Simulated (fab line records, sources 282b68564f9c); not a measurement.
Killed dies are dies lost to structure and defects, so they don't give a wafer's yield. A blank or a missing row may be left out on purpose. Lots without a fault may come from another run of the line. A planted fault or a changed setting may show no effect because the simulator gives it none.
fab line records | flow rit_cmos
record lots=6 wafers=18 last_day=8
route steps=202 shown SDANNEAL@153 PSD@157 NSD@158 PLDD@159 NLDD@160 SILICIDE@161 CONTACT@168 M1@184
lots that met no fault: from a run of the same line without faults
start_h: hours from the record's first day to the start of the lot's first wafer shown | wait_h: hours since the lot's step before | " the same as in the row above | L1.1+2: a row that stands for several wafers | - no value, or no start given | * or withheld: withheld | < > ~ a bound
route shown NAME@n: a module of which the file shows steps, and the number in the route of the first | usual: mean/standard deviation of fault-free wafers | same: alike in all rows | chamber/n: place in a boat | sites: the reading at each site | _std_site: their standard deviation | _edge_site: outer sites' mean less inner sites' | radius_mm: how far each site lies from the wafer's centre | mask NAME#n: copy n | behind: the tool/chamber that last shaped the wafer | hold: why the lot was held/for how many hours/how that ended | device: the transistor (n, p or np) that didn't switch | end of line: the same wafers' tests at the end of the route | a step without rows: its recipe alone | killed: dies lost to structure and defects at the first sort, not the wafer's yield | map: a wafer's dies, x killed, . not, _ none there
set.NAME: the setting as run; set.NAME@STEP: as run at that earlier step | model.NAME: the simulator's own value behind a step, which no gauge read
lots at some steps of the route; a table a step, a row a wafer
services: from which hour (start_h, from the record's first day; less than 0 if before it) a tool's chamber was out of use, for how many hours, and why
## steps
# step RIT_SDANNEAL_CLEAN_00
# recipe chemistry=SC1 mix=3:3:50 time_s=600 temp_c=75
# step RIT_SDANNEAL_CLEAN_01
# recipe chemistry=dHF dilution=50:1 time_s=30
# step RIT_SDANNEAL_CLEAN_02
# recipe chemistry=SC2 mix=3:3:50 time_s=600 temp_c=75 dry=n2_spin
# step RIT_SDANNEAL_RTA_03
# recipe temp_c=1050 time_s=5 idle_temp_c=600 ramp_up_c_per_s=342 ramp_down_c_per_s=171 cool_to_c=600 ambient=N2
# usual wafer_temp_C_max=1053.6/1.1
# columns lot.wafer tool chamber start_h wait_h wafer_temp_C_max
L410.2 rtp_anneal-01 0 60.51 0.0 1051.3
L410.3 " 0 " " 1055.5
L410.5 " 0 " " 1052.8
L411.1 rtp_anneal-02 0 61.01 0.0 1053.6
L411.4 " 0 " " 1053.5
L411.6 " 0 " " 1052.9
L420.1 rtp_anneal-01 0 105.76 0.0 1055.9
L420.2 " 0 " " 1055.3
L420.5 " 0 " " 1054.2
L421.1 rtp_anneal-02 0 106.18 0.0 1053.8
L421.3 " 0 " " 1052.8
L421.5 " 0 " " 1054.7
L428.1 rtp_anneal-01 0 158.92 0.0 1054.4
L428.4 " 0 " " 1053.6
L428.5 " 0 " " 1054.3
L432.1 rtp_anneal-01 0 181.44 0.0 1052.8
L432.4 " 0 " " 1054.8
L432.5 " 0 " " 1053.6
# step RIT_SDANNEAL_RS_MEAS_04
# recipe thk_meas_gauge=four-point-probe
# usual PSD_RS=116.00/0.29
# columns lot.wafer tool chamber start_h wait_h PSD_RS[ohm/sq]
L410.2 film_metro-02 - 60.58 0.1 115.41
L410.3 " - " " 115.80
L410.5 " - " " 115.79
L411.1 film_metro-04 - 61.07 0.0 116.13
L411.4 " - " " 116.46
L411.6 " - " " 116.39
L420.1 film_metro-02 - 105.82 0.0 116.50
L420.2 " - " " 116.10
L420.5 " - " " 116.73
L421.1 film_metro-04 - 106.24 0.0 115.93
L421.3 " - " " 116.31
L421.5 " - " " 116.29
L428.1 film_metro-02 - 158.98 0.0 115.76
L428.4 " - " " 115.89
L428.5 " - " " 115.91
L432.1 film_metro-03 - 181.50 0.0 116.36
L432.4 " - " " 116.56
L432.5 " - " " 116.31
# step RIT_SDANNEAL_RS_MEAS_05
# recipe thk_meas_gauge=four-point-probe
# usual NSD_RS=84.52/0.29
# columns lot.wafer tool chamber start_h wait_h NSD_RS[ohm/sq]
L410.2 film_metro-02 - 60.70 0.1 84.33
L410.3 " - " " 84.57
L410.5 " - " " 84.60
L411.1 film_metro-04 - 61.19 0.1 84.53
L411.4 " - " " 84.01
L411.6 " - " " 84.64
L420.1 film_metro-02 - 105.94 0.1 84.48
L420.2 " - " " 84.33
L420.5 " - " " 84.29
L421.1 film_metro-04 - 106.36 0.1 84.22
L421.3 " - " " 84.62
L421.5 " - " " 84.73
L428.1 film_metro-02 - 159.10 0.1 84.42
L428.4 " - " " 84.23
L428.5 " - " " 84.13
L432.1 film_metro-03 - 181.62 0.1 84.55
L432.4 " - " " 84.48
L432.5 " - " " 84.60
# step RIT_SDANNEAL_RS_MEAS_06
# recipe thk_meas_gauge=four-point-probe
# usual PLDD_RS=178.8/0.48
# columns lot.wafer tool chamber start_h wait_h PLDD_RS[ohm/sq]
L410.2 film_metro-02 - 60.82 0.1 178.4
L410.3 " - " " 178.9
L410.5 " - " " 178.6
L411.1 film_metro-04 - 61.31 0.1 179.2
L411.4 " - " " 179.5
L411.6 " - " " 178.9
L420.1 film_metro-02 - 106.06 0.1 179.3
L420.2 " - " " 179.3
L420.5 " - " " 178.8
L421.1 film_metro-04 - 106.48 0.1 178.8
L421.3 " - " " 178.4
L421.5 " - " " 178.9
L428.1 film_metro-02 - 159.22 0.1 178.4
L428.4 " - " " 178.6
L428.5 " - " " 178.6
L432.1 film_metro-03 - 181.74 0.1 179.4
L432.4 " - " " 179.5
L432.5 " - " " 179.3
# step RIT_SDANNEAL_RS_MEAS_07
# recipe thk_meas_gauge=four-point-probe
# usual NLDD_RS=151.7/0.54
# columns lot.wafer tool chamber start_h wait_h NLDD_RS[ohm/sq]
L410.2 film_metro-02 - 60.94 0.1 151.0
L410.3 " - " " 150.3
L410.5 " - " " 150.4
L411.1 film_metro-04 - 61.43 0.1 151.7
L411.4 " - " " 151.6
L411.6 " - " " 151.8
L420.1 film_metro-02 - 106.18 0.1 152.3
L420.2 " - " " 152.2
L420.5 " - " " 152.5
L421.1 film_metro-04 - 106.60 0.1 151.1
L421.3 " - " " 151.7
L421.5 " - " " 151.0
L428.1 film_metro-02 - 159.34 0.1 152.8
L428.4 " - " " 152.5
L428.5 " - " " 152.6
L432.1 film_metro-03 - 181.86 0.1 152.2
L432.4 " - " " 152.2
L432.5 " - " " 152.4
# step RIT_SILICIDE_WET_ETCH_00
# recipe chemistry=BOE target=SiO2 target_depth_nm=14 time_s=15 dry=n2_spin dilution=10:1 temp_c=21.5
# step RIT_SILICIDE_SPUTTER_01
# recipe material=Ti target_thk_nm=30 power_w=350 chamber_pressure_pa=0.667 gas=Ar time_s=240 substrate_temp_c=25
# step RIT_SILICIDE_RS_MEAS_02
# recipe thk_meas_gauge=four-point-probe reads=Ti_of_SILICIDE_SPUTTER_01
# usual SILICIDE_TI_RS=48.2/0.55
# columns lot.wafer tool chamber start_h wait_h SILICIDE_TI_RS[ohm/sq]
L410.2 film_metro-03 - 61.23 0.1 49.0
L410.3 " - " " 48.7
L410.5 " - " " 49.1
L411.1 film_metro-01 - 61.71 0.1 48.6
L411.4 " - " " 47.8
L411.6 " - " " 48.2
L420.1 film_metro-01 - 106.46 0.1 47.8
L420.2 " - " " 47.6
L420.5 " - " " 47.8
L421.1 film_metro-01 - 106.88 0.1 48.5
L421.3 " - " " 48.3
L421.5 " - " " 47.6
L428.1 film_metro-03 - 159.62 0.1 48.7
L428.4 " - " " 48.9
L428.5 " - " " 48.9
L432.1 film_metro-04 - 182.15 0.1 47.9
L432.4 " - " " 47.6
L432.5 " - " " 47.7
# step RIT_SILICIDE_THK_MEAS_03
# recipe thk_meas_gauge=xrf reads=Ti_of_SILICIDE_SPUTTER_01
# usual SILICIDE_TI_THK=29.2/0.32
# columns lot.wafer tool chamber start_h wait_h SILICIDE_TI_THK[nm]
L410.2 film_metro-03 - 61.34 0.1 28.9
L410.3 " - " " 29.0
L410.5 " - " " 28.8
L411.1 film_metro-01 - 61.83 0.1 28.9
L411.4 " - " " 29.2
L411.6 " - " " 29.0
L420.1 film_metro-01 - 106.58 0.1 29.1
L420.2 " - " " 29.2
L420.5 " - " " 29.2
L421.1 film_metro-01 - 107.00 0.1 28.8
L421.3 " - " " 28.9
L421.5 " - " " 29.1
L428.1 film_metro-03 - 159.74 0.1 28.9
L428.4 " - " " 28.8
L428.5 " - " " 28.8
L432.1 film_metro-04 - 182.27 0.1 29.5
L432.4 " - " " 29.6
L432.5 " - " " 29.4
# step RIT_SILICIDE_RTA_04
# recipe temp_c=650 time_s=10 idle_temp_c=25 ramp_up_s=5 ramp_down_s=5 cool_to_c=25 ambient=N2
# usual wafer_temp_C_max=652.7/1.7
# columns lot.wafer tool chamber start_h wait_h wafer_temp_C_max
L410.2 rtp_anneal-01 0 61.40 0.1 651.1
L410.3 " 0 " " 651.3
L410.5 " 0 " " 651.4
L411.1 rtp_anneal-01 0 61.89 0.1 651.5
L411.4 " 0 " " 651.6
L411.6 " 0 " " 651.2
L420.1 rtp_anneal-01 0 106.64 0.1 651.7
L420.2 " 0 " " 651.5
L420.5 " 0 " " 651.9
L421.1 rtp_anneal-01 0 107.06 0.1 651.1
L421.3 " 0 " " 651.6
L421.5 " 0 " " 651.9
L428.1 rtp_anneal-02 0 159.80 0.1 653.6
L428.4 " 0 " " 653.4
L428.5 " 0 " " 653.1
L432.1 rtp_anneal-02 0 182.33 0.1 655.1
L432.4 " 0 " " 654.1
L432.5 " 0 " " 654.0
# step RIT_SILICIDE_WET_ETCH_05
# recipe chemistry=SPM target=Ti temp_c=90 time_s=120 dry=n2_spin
# step RIT_SILICIDE_RTA_06
# recipe temp_c=750 time_s=10 idle_temp_c=25 ramp_up_s=5 ramp_down_s=10 cool_to_c=25 ambient=N2
# usual wafer_temp_C_max=753.7/1.9
# columns lot.wafer tool chamber start_h wait_h wafer_temp_C_max
L410.2 rtp_anneal-02 0 61.50 0.0 756.9
L410.3 " 0 " " 755.8
L410.5 " 0 " " 757.6
L411.1 rtp_anneal-02 0 62.00 0.0 754.4
L411.4 " 0 " " 754.0
L411.6 " 0 " " 755.5
L420.1 rtp_anneal-02 0 106.75 0.0 754.6
L420.2 " 0 " " 754.4
L420.5 " 0 " " 755.5
L421.1 rtp_anneal-02 0 107.17 0.0 754.5
L421.3 " 0 " " 754.9
L421.5 " 0 " " 755.7
L428.1 rtp_anneal-01 0 159.91 0.0 752.1
L428.4 " 0 " " 752.3
L428.5 " 0 " " 751.8
L432.1 rtp_anneal-01 0 182.43 0.0 751.6
L432.4 " 0 " " 751.1
L432.5 " 0 " " 751.5
# step RIT_CONTACT_CVD_00
# recipe material=SiO2 target_thk_nm=400 precursor=TEOS temp_c=390 time_s=61 rf_w=400
# usual heater_power_w=311/49 susceptor_temp_C=390.00/0.22
# columns lot.wafer tool chamber start_h wait_h heater_power_w susceptor_temp_C
L410.2 pecvd-03 0 61.56 0.0 353 389.86
L410.3 " 2 " " 364 389.83
L410.5 " 0 " " 357 390.14
L411.1 pecvd-02 0 62.06 0.1 311 389.76
L411.4 " 0 " " 330 389.94
L411.6 " 2 " " 248 390.05
L420.1 pecvd-02 0 106.82 0.1 257 389.76
L420.2 " 1 " " 262 390.07
L420.5 " 1 " " 268 389.73
L421.1 pecvd-01 1 107.24 0.1 287 390.20
L421.3 " 0 " " 355 389.96
L421.5 " 0 " " 357 389.83
L428.1 pecvd-03 0 159.97 0.1 352 390.56
L428.4 " 0 " " 362 390.29
L428.5 " 2 " " 378 389.99
L432.1 pecvd-02 1 182.50 0.1 222 390.07
L432.4 " 1 " " 232 390.27
L432.5 " 0 " " 339 389.74
# step RIT_CONTACT_THK_MEAS_01
# recipe reads=SiO2_of_CONTACT_CVD_00
# usual CONTACT_TEOS_THK=401/5.9
# columns lot.wafer tool chamber start_h wait_h CONTACT_TEOS_THK[nm]
L410.2 film_metro-03 - 61.62 0.0 399
L410.3 " - " " 397
L410.5 " - " " 409
L411.1 film_metro-02 - 62.11 0.0 403
L411.4 " - " " 408
L411.6 " - " " 406
L420.1 film_metro-03 - 106.87 0.0 401
L420.2 " - " " 401
L420.5 " - " " 412
L421.1 film_metro-03 - 107.29 0.0 399
L421.3 " - " " 400
L421.5 " - " " 407
L428.1 film_metro-01 - 160.02 0.0 393
L428.4 " - " " 399
L428.5 " - " " 402
L432.1 film_metro-03 - 182.55 0.0 399
L432.4 " - " " 401
L432.5 " - " " 399
# step RIT_CONTACT_HMDS_02
# recipe prime_time_s=60 prime_temp_c=140
# step RIT_CONTACT_COAT_03
# recipe resist=NOVOLAK spin_rpm=3250 resist_thk_nm=1000
# step RIT_CONTACT_SOFTBAKE_04
# recipe resist=NOVOLAK temp_c=90 time_s=60
# step RIT_CONTACT_EXPOSE_05
# recipe mask_id=M11 na=0.6 source_shape=conventional sigma_outer=0.5 target_cd_nm=1000 dose_mj=250
# step RIT_CONTACT_PEB_06
# recipe resist=NOVOLAK temp_c=withheld time_s=withheld
# step RIT_CONTACT_DEVELOP_07
# recipe resist=NOVOLAK develop_time_s=120 dev_temp_c=23
# step RIT_CONTACT_CD_MEAS_08
# recipe target_cd_nm=1000
# usual cd_nm=999.7/2.4
# columns lot.wafer tool chamber start_h wait_h cd_nm
L410.2 cd_sem-02 - 62.78 - 1003.7
L410.3 " - " " 1002.3
L410.5 " - " " 1002.8
L411.1 cd_sem-01 - 63.26 - 1000.7
L411.4 " - " " 1000.7
L411.6 " - " " 1001.5
L420.1 cd_sem-01 - 107.89 - 999.2
L420.2 " - " " 997.9
L420.5 " - " " 996.3
L421.1 cd_sem-01 - 108.44 - 999.1
L421.3 " - " " 998.2
L421.5 " - " " 999.9
L428.1 cd_sem-02 - 161.18 - 1002.2
L428.4 " - " " 999.9
L428.5 " - " " 999.2
L432.1 cd_sem-02 - 183.58 - 1001.9
L432.4 " - " " 1001.4
L432.5 " - " " 1000.4
# step RIT_CONTACT_OVL_MEAS_09
# usual CONTACT_OVL=-1.0/1.5
# columns lot.wafer tool chamber start_h wait_h CONTACT_OVL[nm]
L410.2 overlay-01 - 62.89 0.1 -1.1
L410.3 " - " " -1.4
L410.5 " - " " 0.6
L411.1 overlay-02 - 63.38 0.1 0.6
L411.4 " - " " 1.0
L411.6 " - " " 2.2
L420.1 overlay-01 - 108.01 0.1 0.1
L420.2 " - " " 0.2
L420.5 " - " " 2.4
L421.1 overlay-02 - 108.56 0.1 -0.5
L421.3 " - " " -0.2
L421.5 " - " " -0.1
L428.1 overlay-01 - 161.30 0.1 -1.1
L428.4 " - " " -2.0
L428.5 " - " " -3.3
L432.1 overlay-02 - 183.70 0.1 -3.4
L432.4 " - " " -0.2
L432.5 " - " " -1.5
# step RIT_CONTACT_HARDBAKE_10
# recipe resist=NOVOLAK temp_c=140 time_s=60
# step RIT_CONTACT_ETCH_11
# recipe target_depth_a=4800 over_etch_frac=0.2 stop_on=TiSi2 chemistry=CHF3/CF4/Ar target=SiO2 CHF3_flow_sccm=50 cf4_flow_sccm=10 Ar_flow_sccm=100 O2_flow_sccm=5 pressure_mtorr=100 rf_w=200 time_s=320
# usual drypump_motor_current_A=5.4/0.43 oes_product_au=0.984/0.018 throttle_valve_pct=8.88/0.14
# columns lot.wafer tool chamber start_h wait_h drypump_motor_current_A oes_product_au rf_hours_counter_h throttle_valve_pct
L410.2 rie_diel-01 1 63.07 0.1 4.8 0.965 7 8.97
L410.3 " 2 " " 6.8 0.984 118 9.03
L410.5 " 0 " " 5.4 1.006 - 8.75
L411.1 rie_diel-03 0 63.57 0.1 5.3 0.970 138 8.63
L411.4 " 3 " " 5.8 1.009 99 8.85
L411.6 " 3 " " 5.8 1.008 - 8.84
L420.1 rie_diel-03 1 108.20 0.1 5.3 0.973 0 9.08
L420.2 " 3 " " 5.8 1.008 101 8.86
L420.5 " 3 " " 5.8 1.014 - 8.85
L421.1 rie_diel-02 0 108.75 0.1 5.4 0.974 69 8.82
L421.3 " 1 " " 5.4 1.000 44 8.87
L421.5 " 1 " " 5.4 0.999 - 8.87
L428.1 rie_diel-03 3 161.48 0.1 5.9 1.003 102 8.87
L428.4 " 0 " " 5.3 0.970 140 8.64
L428.5 " 2 " " 5.1 0.964 - 8.95
L432.1 rie_diel-02 1 183.88 0.1 5.4 0.990 45 8.87
L432.4 " 2 " " 4.7 1.008 - 8.94
L432.5 " 1 " " 5.4 0.989 - 8.86
# step RIT_CONTACT_STRIP_12
# recipe chemistry=O2 time_s=180 resist=NOVOLAK platen_temp_c=withheld power_w=500 pressure_mtorr=4000 o2_flow_sccm=4000
# usual drypump_motor_current_A=5.86/0.2
# columns lot.wafer tool chamber start_h wait_h drypump_motor_current_A rf_hours_counter_h
L410.2 plasma_asher-02 1 63.26 0.1 5.57 40
L410.3 " 0 " " 5.80 -
L410.5 " 0 " " 5.81 -
L411.1 plasma_asher-04 1 63.77 0.1 5.88 43
L411.4 " 0 " " 5.79 -
L411.6 " 1 " " 5.91 -
L420.1 plasma_asher-04 0 108.39 0.1 5.79 48
L420.2 " 1 " " 5.91 48
L420.5 " 0 " " 5.78 -
L421.1 plasma_asher-02 1 108.94 0.1 5.61 44
L421.3 " 0 " " 5.80 -
L421.5 " 1 " " 5.63 -
L428.1 plasma_asher-02 1 161.68 0.1 5.59 48
L428.4 " 0 " " 5.85 -
L428.5 " 0 " " 5.84 -
L432.1 plasma_asher-04 1 184.08 0.1 5.87 6
L432.4 " 1 " " 5.88 -
L432.5 " 0 " " 5.78 -
# step RIT_CONTACT_CD_MEAS_90
# recipe target_cd_nm=1000
# usual cd_nm=999.7/2.4
# columns lot.wafer tool chamber start_h wait_h cd_nm
L410.2 cd_sem-02 - 63.46 0.1 1003.5
L410.3 " - " " 1001.9
L410.5 " - " " 1003.1
L411.1 cd_sem-01 - 63.94 0.1 1000.8
L411.4 " - " " 1001.1
L411.6 " - " " 1001.2
L420.1 cd_sem-01 - 108.57 0.1 998.7
L420.2 " - " " 998.4
L420.5 " - " " 996.7
L421.1 cd_sem-01 - 109.11 0.1 998.5
L421.3 " - " " 998.1
L421.5 " - " " 1000.1
L428.1 cd_sem-02 - 161.85 0.1 1002.3
L428.4 " - " " 999.5
L428.5 " - " " 999.1
L432.1 cd_sem-02 - 184.25 0.1 1001.0
L432.4 " - " " 1000.8
L432.5 " - " " 1000.4
# step RIT_CONTACT_CLEAN_13
# recipe chemistry=SC1 mix=3:3:50 time_s=600 temp_c=75
# step RIT_CONTACT_CLEAN_14
# recipe chemistry=SC2 mix=3:3:50 time_s=600 temp_c=75 dry=n2_spin
# step RIT_M1_SPUTTER_00
# recipe material=Al target_thk_nm=400 power_w=2000 chamber_pressure_pa=0.4 gas=Ar time_s=500 substrate_temp_c=25
# step RIT_M1_RS_MEAS_01
# recipe thk_meas_gauge=four-point-probe reads=Al_of_M1_SPUTTER_00
# usual M1_AL_RS=0.0735/0.00083
# columns lot.wafer tool chamber start_h wait_h M1_AL_RS[ohm/sq]
L410.2 film_metro-04 - 64.24 0.2 0.0726
L410.3 " - " " 0.0728
L410.5 " - " " 0.0731
L411.1 film_metro-04 - 64.70 0.1 0.0746
L411.4 " - " " 0.0745
L411.6 " - " " 0.0747
L420.1 film_metro-03 - 109.35 0.1 0.0734
L420.2 " - " " 0.0731
L420.5 " - " " 0.0737
L421.1 film_metro-04 - 109.90 0.2 0.0723
L421.3 " - " " 0.0730
L421.5 " - " " 0.0719
L428.1 film_metro-04 - 162.65 0.1 0.0742
L428.4 " - " " 0.0741
L428.5 " - " " 0.0730
L432.1 film_metro-03 - 185.05 0.1 0.0735
L432.4 " - " " 0.0737
L432.5 " - " " 0.0737
# step RIT_M1_THK_MEAS_02
# recipe thk_meas_gauge=xrf reads=Al_of_M1_SPUTTER_00
# usual M1_AL_THK=400/4.7
# columns lot.wafer tool chamber start_h wait_h M1_AL_THK[nm]
L410.2 film_metro-04 - 64.35 0.1 405
L410.3 " - " " 405
L410.5 " - " " 404
L411.1 film_metro-04 - 64.82 0.1 394
L411.4 " - " " 397
L411.6 " - " " 395
L420.1 film_metro-03 - 109.47 0.1 399
L420.2 " - " " 401
L420.5 " - " " 397
L421.1 film_metro-04 - 110.02 0.1 406
L421.3 " - " " 403
L421.5 " - " " 410
L428.1 film_metro-04 - 162.77 0.1 399
L428.4 " - " " 399
L428.5 " - " " 406
L432.1 film_metro-03 - 185.17 0.1 398
L432.4 " - " " 400
L432.5 " - " " 399
# step RIT_M1_HMDS_03
# recipe prime_time_s=60 prime_temp_c=140
# step RIT_M1_COAT_04
# recipe resist=NOVOLAK spin_rpm=2000 resist_thk_nm=1300
# step RIT_M1_SOFTBAKE_05
# recipe resist=NOVOLAK temp_c=90 time_s=60
# step RIT_M1_EXPOSE_06
# recipe mask_id=M12 na=0.6 source_shape=conventional sigma_outer=0.5 target_cd_nm=2600 dose_mj=250
# step RIT_M1_PEB_07
# recipe resist=NOVOLAK temp_c=withheld time_s=withheld
# step RIT_M1_DEVELOP_08
# recipe resist=NOVOLAK develop_time_s=68 dev_temp_c=23
# step RIT_M1_CD_MEAS_09
# recipe target_cd_nm=2600
# usual cd_nm=2599.5/2.1
# columns lot.wafer tool chamber start_h wait_h cd_nm
L410.2 cd_sem-01 - 65.59 - 2602.1
L410.3 " - " " 2601.5
L410.5 " - " " 2600.9
L411.1 cd_sem-01 - 65.91 - 2599.5
L411.4 " - " " 2599.9
L411.6 " - " " 2597.1
L420.1 cd_sem-01 - 110.53 - 2601.0
L420.2 " - " " 2601.5
L420.5 " - " " 2601.2
L421.1 cd_sem-01 - 110.96 - 2598.2
L421.3 " - " " 2598.3
L421.5 " - " " 2597.5
L428.1 cd_sem-01 - 163.71 - 2597.1
L428.4 " - " " 2596.9
L428.5 " - " " 2596.7
L432.1 cd_sem-02 - 186.32 - 2598.5
L432.4 " - " " 2598.7
L432.5 " - " " 2599.2
# step RIT_M1_OVL_MEAS_10
# usual M1_OVL=0.0/1.4
# columns lot.wafer tool chamber start_h wait_h M1_OVL[nm]
L410.2 overlay-02 - 65.69 0.1 -0.1
L410.3 " - " " -1.7
L410.5 " - " " -4.4
L411.1 overlay-01 - 66.03 0.1 -0.6
L411.4 " - " " 0.4
L411.6 " - " " -0.5
L420.1 overlay-02 - 110.65 0.1 -0.6
L420.2 " - " " -0.6
L420.5 " - " " -2.8
L421.1 overlay-02 - 111.08 0.1 -1.7
L421.3 " - " " -0.6
L421.5 " - " " -1.1
L428.1 overlay-02 - 163.83 0.1 -0.1
L428.4 " - " " 1.0
L428.5 " - " " -2.5
L432.1 overlay-02 - 186.44 0.1 0.4
L432.4 " - " " 0.7
L432.5 " - " " -2.2
# step RIT_M1_PROBE_99
# usual killed_at_front_end=6.6/2.7 killed_dies=6.7/2.7 killed_open=3.4/2 killed_short=3.2/1.8
# same gross_dies=264 killed_at_M0_to_M3=0 killed_at_M4_up=0 killed_at_back_side=0 killed_at_contacts=0 killed_at_other=0
# columns lot.wafer tool chamber start_h wait_h killed_at_front_end killed_dies killed_open killed_short model.etest.npoly_line.line_ohm_um model.etest.ppoly_line.line_ohm_um model.etest.contact_pplus.end_ohm_um model.etest.contact_nplus.end_ohm_um model.etest.npoly_line.rs_ohm_sq model.etest.ppoly_line.rs_ohm_sq model.etest.npoly_sal.rs_ohm_sq model.etest.ppoly_sal.rs_ohm_sq
L410.2 prober-02 - 68.29 0.1 4 4 3 1 168.3 162.2 43.5 41.53 17.2 16.71 4.413 4.36
L410.3 prober-02 - 68.34 0.2 8 8 2 6 169.7 161.5 44.5 40.18 17.19 16.74 4.366 4.333
L410.5 prober-02 - 68.44 0.2 6 6 3 3 171.3 166.5 43.95 40.33 17.26 16.61 4.37 4.354
L411.1 prober-01 - 69.74 0.1 4 4 2 2 171.3 166.3 43.15 42.51 17.1 16.71 4.421 4.393
L411.4 prober-01 - 69.89 0.2 8 8 4 4 171.6 165.1 42.56 43.43 17.02 16.66 4.336 4.326
L411.6 prober-01 - 69.99 0.2 7 7 5 2 171 167.1 43.22 42.6 17.13 16.73 4.395 4.331
L420.1 prober-02 - 113.21 0.1 9 9 5 3 157.6 152.6 50.49 48.49 15.77 15.26 3.945 3.937
L420.2 prober-02 - 113.26 0.1 6 6 4 2 156.5 150.4 49.98 48.23 15.65 15.31 3.942 3.91
L420.5 prober-02 - 113.41 0.2 11 11 3 7 155 151.1 51.01 46.41 15.79 15.49 3.921 3.909
L421.1 prober-01 - 114.71 0.1 6 6 3 3 155.6 151.2 46.33 46.51 15.95 15.56 4.026 3.982
L421.3 prober-01 - 114.81 0.2 2 2 1 1 157.4 149.9 46.94 46.44 15.86 15.46 4.031 3.979
L421.5 prober-01 - 114.91 0.2 6 6 3 3 150.1 144.8 47.49 47.15 15.77 15.35 3.948 3.925
L428.1 prober-02 - 166.38 0.1 8 8 4 4 158.6 153.9 43.26 40.63 17.23 16.59 4.408 4.362
L428.4 prober-02 - 166.53 0.2 9 9 5 4 160.7 156.8 45.1 40.32 17.11 16.65 4.454 4.402
L428.5 prober-02 - 166.58 0.2 11 11 6 5 161.8 153.5 45.1 41.63 17.17 16.65 4.409 4.369
L432.1 prober-02 - 189.16 0.1 6 6 5 1 157.8 153.3 43.79 40.98 16.91 16.42 4.346 4.323
L432.4 prober-02 - 189.31 0.2 5 5 2 3 163 154.1 43.88 40.98 16.8 16.37 4.334 4.315
L432.5 prober-02 - 189.36 0.2 8 8 4 4 160 157 43.74 41.72 16.74 16.3 4.328 4.299
# killed by level:class
L410.2 SPACER:geometric_particle:open=2 FOX2:geometric_particle:short=1 GATE:geometric_particle:open=1
L410.3 GATE:geometric_particle:short=4 GATE:geometric_particle:open=2 REOX:geometric_particle:short=1 SILICIDE:geometric_particle:short=1
L410.5 SPACER:geometric_particle:short=2 SILICIDE:geometric_particle:open=2 SPACER:geometric_particle:open=1 SILICIDE:geometric_particle:short=1
L411.1 FOX1:geometric_particle:open=1 GATE:geometric_particle:short=1 SPACER:geometric_particle:short=1 SPACER:geometric_particle:open=1
L411.4 FOX1:geometric_particle:short=3 GATE:geometric_particle:open=3 FOX1:geometric_particle:open=1 GATE:geometric_particle:short=1
L411.6 FOX1:geometric_particle:open=2 FOX1:geometric_particle:short=1 GATE:geometric_particle:open=1 REOX:geometric_particle:open=1 REOX:geometric_particle:short=1 SPACER:geometric_particle:open=1
L420.1 FOX1:geometric_particle:open=2 GATE:geometric_particle:short=2 GATE:geometric_particle:open=1 REOX:geometric_particle:open=1 SPACER:geometric_particle:open=1 SILICIDE:geometric_particle:short=1 NSD:coat_microbubble_printed=1
L420.2 GATE:geometric_particle:open=3 FOX1:geometric_particle:short=1 SILICIDE:geometric_particle:short=1 SILICIDE:geometric_particle:open=1
L420.5 GATE:geometric_particle:short=4 FOX1:geometric_particle:short=2 GATE:geometric_particle:open=1 REOX:geometric_particle:open=1 SPACER:geometric_particle:open=1 SILICIDE:geometric_particle:short=1 NSD:coat_microbubble_printed=1
L421.1 GATE:geometric_particle:open=1 REOX:geometric_particle:short=1 REOX:geometric_particle:open=1 SPACER:geometric_particle:short=1 SILICIDE:geometric_particle:open=1 SILICIDE:geometric_particle:short=1
L421.3 GATE:geometric_particle:open=1 REOX:geometric_particle:short=1
L421.5 GATE:geometric_particle:open=2 GATE:geometric_particle:short=1 REOX:geometric_particle:open=1 REOX:geometric_particle:short=1 SILICIDE:geometric_particle:short=1
L428.1 GATE:geometric_particle:short=3 GATE:geometric_particle:open=2 REOX:geometric_particle:open=1 REOX:geometric_particle:short=1 SILICIDE:geometric_particle:open=1
L428.4 GATE:geometric_particle:open=3 FOX1:geometric_particle:open=2 GATE:geometric_particle:short=2 FOX1:geometric_particle:short=1 REOX:geometric_particle:short=1
L428.5 GATE:geometric_particle:open=6 GATE:geometric_particle:short=2 SPACER:geometric_particle:short=2 REOX:geometric_particle:short=1
L432.1 GATE:geometric_particle:open=2 SPACER:geometric_particle:open=2 FOX1:geometric_particle:open=1 FOX2:geometric_particle:short=1
L432.4 ACTIVE:geometric_particle:short=1 GATE:geometric_particle:open=1 GATE:geometric_particle:short=1 SPACER:geometric_particle:open=1 SILICIDE:geometric_particle:short=1
L432.5 FOX1:geometric_particle:short=1 FOX2:geometric_particle:short=1 GATE:geometric_particle:open=1 GATE:geometric_particle:short=1 REOX:geometric_particle:open=1 SPACER:geometric_particle:short=1 SPACER:geometric_particle:open=1 SILICIDE:geometric_particle:open=1
## services
# columns tool chamber start_h hours kind
pecvd-03 - 46.82 2.8 pm
rie_diel-03 2 55.07 1.8 repair
rie_diel-02 3 55.30 32.9 repair
rie_diel-03 1 81.68 - clean
rie_diel-03 1 81.68 24.8 scheduled_down
rie_diel-03 1 81.68 24.8 vent_cycle
plasma_asher-02 - 83.87 14.6 pm
rie_diel-02 0 89.08 2.4 repair
plasma_asher-04 - 108.75 9.0 pm
plasma_asher-04 0 108.75 9.0 vent_cycle
plasma_asher-04 1 108.75 9.0 vent_cycle
plasma_asher-04 0 117.75 - clean
plasma_asher-04 1 117.75 - clean
pecvd-02 - 131.53 1.4 repair
plasma_asher-04 - 146.74 1.6 repair
plasma_asher-02 - 171.97 1.6 repair
rie_diel-02 3 180.02 - clean
rie_diel-02 - 181.56 0.3 repair
## key
first_sign none at tools or gauges
model_effect step=RIT_M1_PROBE_99 value=etest.npoly_line.line_ohm_um without=163.4 struck=155.4
met_at RIT_SILICIDE_RTA_04
struck_wafers L420.1,L420.2,L420.5,L421.1,L421.3,L421.5
tester_left_out L420,L421
onset_between 61.89 106.64
also_fits RIT_SILICIDE_RTA_06:rtp_anneal-02
fault kind=process_parameter_drift tool=rtp_anneal-01 chamber=- onset_h=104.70 steps=RIT_SILICIDE_RTA_04 channel=temp_c offset=* shape=step end_h=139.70 acts_in=* stated=*
# tester_left_out: of these lots the tester's yield and bins aren't shown, on N5 and GAA mostly nor the transistor test; their killed dies are dies lost to structure and defects alone, not to doping, threshold or leakage, so they don't give the yield
